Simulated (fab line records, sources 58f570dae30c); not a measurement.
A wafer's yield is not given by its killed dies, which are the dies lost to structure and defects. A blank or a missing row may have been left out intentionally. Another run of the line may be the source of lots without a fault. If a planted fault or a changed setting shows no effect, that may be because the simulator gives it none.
A struck lot beside a sound one    flow berkeley-cmos170    19 out of 331 route steps
Sound: wafers L291.2, L291.5, L291.6. Wafers L302.4, L302.5, L302.6 were the ones struck. The cause comes at the end.
Order at every step that has rows: each side's tool, ch and its chambers, its first start. Under that, the readings that differ: sound wafers    struck wafers    difference of the means    sigmas: that difference in standard deviations of wafers without a fault.
alike: words and numbers the same on both sides, and readings whose means are apart by under 2 such deviations; not compared: readings that were withheld, readings missing a value for some wafer, numbers with overlapping values and no deviation given by the record, and bounds like >300 which may hide the same value.
Wherever a step has rows on one side only, a row that says differs or no value, or a row with sigmas, the two part there. Numbers that have no deviation but don't overlap get no sigmas and don't part them. A reading missing from all wafers of one side parts the sides only when that side holds two or more wafers.

UCB170_PVT_STRIP_08: strips in O2.
  sound on plasma-asher-01 ch 0,1, day 6 17:43; struck on plasma-asher-01 ch 0,1, day 8 14:09
  alike: drypump-motor-current-A, oes-product-au, strip-time-to-endpoint-s
  not compared: rf-hours-counter-h
UCB170_PVT_TW_MEAS_09:
  sound on film-metro-02, day 6 17:49; struck on film-metro-04, day 8 14:15
reading  sound        struck       difference  sigmas
PVT_TW   505 506 502  492 497 494  -10         -3
then, 1 step without rows for these wafers: UCB170_GATE_WET_ETCH_00 (etches SiO2 in dHF, time 200 s).
UCB170_FIELD_THK_MEAS_91:
  sound on film-metro-03, day 6 17:56; struck on film-metro-03, day 8 14:40
  alike: FIELD_OXIDE_LEFT_2_THK
then, 1 step without rows for these wafers: UCB170_GATE_OXIDATION_01 (target thk 6.6 nm, ox time 1800 s).
UCB170_GATE_THK_MEAS_02:
  sound on film-metro-01, day 7 01:04; struck on film-metro-03, day 8 21:11
  alike: GATE_OXIDE_THK
then, 2 steps without rows for these wafers: UCB170_GATE_ANNEAL_03 (time 1800 s); UCB170_GATE_CVD_04 (deposits poly-Si from SiH4, time 1440 s, target thk 214 nm).
UCB170_GATE_THK_MEAS_05:
  sound on film-metro-02, day 7 08:20; struck on film-metro-02, day 9 05:16
  alike: GATE_POLY_THK
then, 3 steps without rows for these wafers: UCB170_GATE_COAT_06; UCB170_GATE_COAT_07 (resist thk 900 nm); UCB170_GATE_SOFTBAKE_08 (time 60 s).
UCB170_GATE_EXPOSE_09: exposes mask POLY, target cd 350 nm.
  sound on krf-scanner-01 ch 0, day 7 09:00; struck on krf-scanner-02 ch 0, day 9 06:02
reading                       sound              struck          difference  sigmas
model.GATE.overlay-x-nm (nm)  2.763 2.763 2.763  37.4 37.4 37.4  +34.6       
  alike: mask, focus-offset-nm
then, 2 steps without rows for these wafers: UCB170_GATE_PEB_10; UCB170_GATE_DEVELOP_11 (develop time 45 s).
UCB170_GATE_CD_MEAS_12: the cd target is 350 nm.
  sound on cd-sem-02, day 7 09:32; struck on cd-sem-02, day 9 06:28
  alike: cd-nm
UCB170_GATE_OVL_MEAS_13:
  sound on overlay-01, day 7 09:38; struck on overlay-02, day 9 06:32
reading        sound     struck    difference  sigmas
GATE_OVL (nm)  -4 -5 -6  29 30 34  +36         +6
UCB170_GATE_ETCH_14: etches BARC in N2/H2.
  sound on rie-diel-01 ch 0,2, day 7 09:40; struck on rie-diel-04 ch 1,2, day 9 06:34
  alike: drypump-motor-current-A, h2-flow-sccm, oes-product-au, throttle-valve-pct
UCB170_M3_PROBE_99:
  rows exist in the record for the sound wafers here (prober-02, day 9 03:46), none for the struck ones

## WHERE THEY PART
At UCB170_PVT_TW_MEAS_09 first; at UCB170_M3_PROBE_99 last (within this record only).

WHY: whatever the simulator had introduced
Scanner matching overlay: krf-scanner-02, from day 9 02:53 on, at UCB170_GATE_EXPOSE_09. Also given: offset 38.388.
